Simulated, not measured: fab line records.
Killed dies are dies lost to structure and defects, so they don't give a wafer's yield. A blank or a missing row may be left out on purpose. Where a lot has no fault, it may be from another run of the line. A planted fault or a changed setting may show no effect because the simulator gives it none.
fab line records	flow berkeley_cmos170
record: lots: 14	wafers: 42	last_day: 13
route steps=331 shown NWELL@28
lots untouched by any fault: they come from a run of this same line in which no faults occurred
start_h: hours from the record's first day to the start of the lot's first wafer shown	wait_h: hours since the lot's step before	" identical to the entry in the row above	L1.1+2: one row covering several wafers at once	- no value present, or no start provided	* or withheld: withheld	< > ~ a bound
route shown NAME@n: names a module that has steps shown in the file, with the first one's number in the route	usual: mean and standard deviation over wafers with no fault	same: alike in all rows	chamber/n: place in a boat	sites: the reading at each site	_std_site: how widely they spread, as a standard deviation	_edge_site: mean of outer sites minus mean of inner sites	radius_mm: for every site, how far away it sits from the centre of the wafer	mask NAME#n: copy n	behind: the most recent tool/chamber to have shaped the wafer	hold: reason for holding the lot/hours on hold/outcome of the hold	device: names the non-switching transistor (n, p or np)	end of line: tests run on the same wafers once the route is complete	a step given without rows: its recipe and nothing more	killed: count of dies lost to structure and defects at first sort (not the wafer's yield)	map: a wafer's dies, marking killed ones x, the rest . and places with no die _
set.NAME: the setting that was run; set.NAME@STEP: the one run at that earlier step	model.NAME: the simulator's own value behind a step, which no gauge read
a sample of lots followed through the steps of the route, with each step as a table and each wafer as a row
services: the hour from which a tool's chamber was out of use, counted from the record's first day as start_h (under 0 if before that day), plus the number of hours and why
== steps ==
step: UCB170_NWELL_IMPLANT_14
recipe: species: P	dose_cm2: 1e+13	energy_kev: 150	tilt_deg: 7
usual: beam_on_s: 10.04/0.2	faraday_current_uA: 31.6/0.65
lot.wafer	tool	chamber	start_h	wait_h	beam_on_s	faraday_current_uA
L619.1	implanter-03	0	39.45	0.1	10.30	30.9
L619.2	"	0	"	"	9.88	32.0
L619.4	"	0	"	"	10.29	30.9
L620.3	implanter-01	0	46.67	0.1	9.73	32.5
L620.4	"	0	"	"	10.32	30.9
L620.6	"	0	"	"	9.88	31.9
L622.2	implanter-01	0	50.54	0.1	9.97	31.8
L622.3	"	0	"	"	10.14	31.4
L622.5	"	0	"	"	10.16	31.4
L624.1	implanter-04	0	59.38	0.1	10.10	31.3
L624.3	"	0	"	"	10.16	31.1
L624.6	"	0	"	"	9.76	32.4
L623.3	implanter-03	0	60.00	0.1	10.49	30.1
L623.4	"	0	"	"	10.07	31.7
L623.6	"	0	"	"	10.64	29.7
L626.4	implanter-04	0	69.62	0.1	10.04	31.6
L626.5	"	0	"	"	10.12	31.4
L626.6	"	0	"	"	10.06	31.5
L625.1	implanter-03	0	69.81	0.1	10.16	31.2
L625.3	"	0	"	"	10.04	31.8
L625.4	"	0	"	"	9.85	32.1
L627.1	implanter-03	0	76.37	0.1	9.79	32.3
L627.2	"	0	"	"	10.01	31.6
L627.3	"	0	"	"	9.97	31.7
L628.1	implanter-01	0	84.67	0.1	9.89	32.2
L628.4	"	0	"	"	10.13	31.2
L628.6	"	0	"	"	10.22	31.1
L629.1	implanter-04	0	84.86	0.1	10.15	31.2
L629.2	"	0	"	"	9.95	31.9
L629.3	"	0	"	"	9.84	32.3
L630.2	implanter-03	0	84.97	0.1	10.14	31.2
L630.3	"	0	"	"	10.00	31.7
L630.6	"	0	"	"	9.83	32.3
L636.2	implanter-04	0	128.31	0.1	7.68	41.2
L636.4	"	0	"	"	7.83	40.3
L636.6	"	0	"	"	7.51	42.4
L638.4	implanter-04	0	135.80	0.1	7.95	39.7
L638.5	"	0	"	"	7.41	42.7
L638.6	"	0	"	"	7.82	40.5
L640.2	implanter-03	0	148.70	0.1	10.33	30.5
L640.5	"	0	"	"	10.24	30.7
L640.6	"	0	"	"	9.96	31.8
step: UCB170_NWELL_TW_MEAS_16
usual: NWELL_TW: 1245/13
lot.wafer	tool	chamber	start_h	wait_h	NWELL_TW
L619.1	film_metro-01	-	39.70	0.1	1249
L619.2	"	-	"	"	1252
L619.4	"	-	"	"	1250
L620.3	film_metro-01	-	46.89	0.1	1254
L620.4	"	-	"	"	1246
L620.6	"	-	"	"	1248
L622.2	film_metro-01	-	50.77	0.1	1249
L622.3	"	-	"	"	1248
L622.5	"	-	"	"	1258
L624.1	film_metro-03	-	59.63	0.1	1222
L624.3	"	-	"	"	1229
L624.6	"	-	"	"	1227
L623.3	film_metro-04	-	60.22	0.1	1253
L623.4	"	-	"	"	1252
L623.6	"	-	"	"	1252
L626.4	film_metro-04	-	69.82	0.1	1259
L626.5	"	-	"	"	1258
L626.6	"	-	"	"	1261
L625.1	film_metro-03	-	70.06	0.1	1219
L625.3	"	-	"	"	1231
L625.4	"	-	"	"	1223
L627.1	film_metro-04	-	76.62	0.1	1255
L627.2	"	-	"	"	1255
L627.3	"	-	"	"	1252
L628.1	film_metro-04	-	84.92	0.1	1255
L628.4	"	-	"	"	1256
L628.6	"	-	"	"	1254
L629.1	film_metro-04	-	85.11	0.1	1251
L629.2	"	-	"	"	1258
L629.3	"	-	"	"	1251
L630.2	film_metro-04	-	85.20	0.1	1256
L630.3	"	-	"	"	1261
L630.6	"	-	"	"	1259
L636.2	film_metro-01	-	128.54	0.1	1141
L636.4	"	-	"	"	1144
L636.6	"	-	"	"	1143
L638.4	film_metro-03	-	136.01	0.1	1141
L638.5	"	-	"	"	1141
L638.6	"	-	"	"	1134
L640.2	film_metro-03	-	148.94	0.1	1229
L640.5	"	-	"	"	1228
L640.6	"	-	"	"	1227
== services ==
tool	chamber	start_h	hours	kind
implanter-01	-	57.71	2.9	pm
== key ==
first_sign: step: UCB170_NWELL_IMPLANT_14	reading: faraday_current_uA	direction: up	sigmas: 15	usual: 31.6	struck: 41.1
effect: step: UCB170_NWELL_IMPLANT_14	reading: beam_on_s	direction: down	sigmas: 11	usual: 10.04	struck: 7.70
effect: step: UCB170_NWELL_TW_MEAS_16	reading: NWELL_TW	direction: down	sigmas: 8.1	usual: 1245	struck: 1141
met_at UCB170_NWELL_IMPLANT_14
struck_lots L636,L638
tester_left_out L636,L638
onset_between 84.86 128.31
fault: kind: process_parameter_drift	tool: implanter-04	chamber: -	onset_h: 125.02	steps: UCB170_NWELL_IMPLANT_14	channel: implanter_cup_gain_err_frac	offset: 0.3	shape: step	end_h: 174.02
tester_left_out: of these lots the tester's yield and bins aren't shown, on N5 and GAA mostly nor the transistor test; their killed dies are dies lost to structure and defects alone, not to doping, threshold or leakage, so they don't give the yield
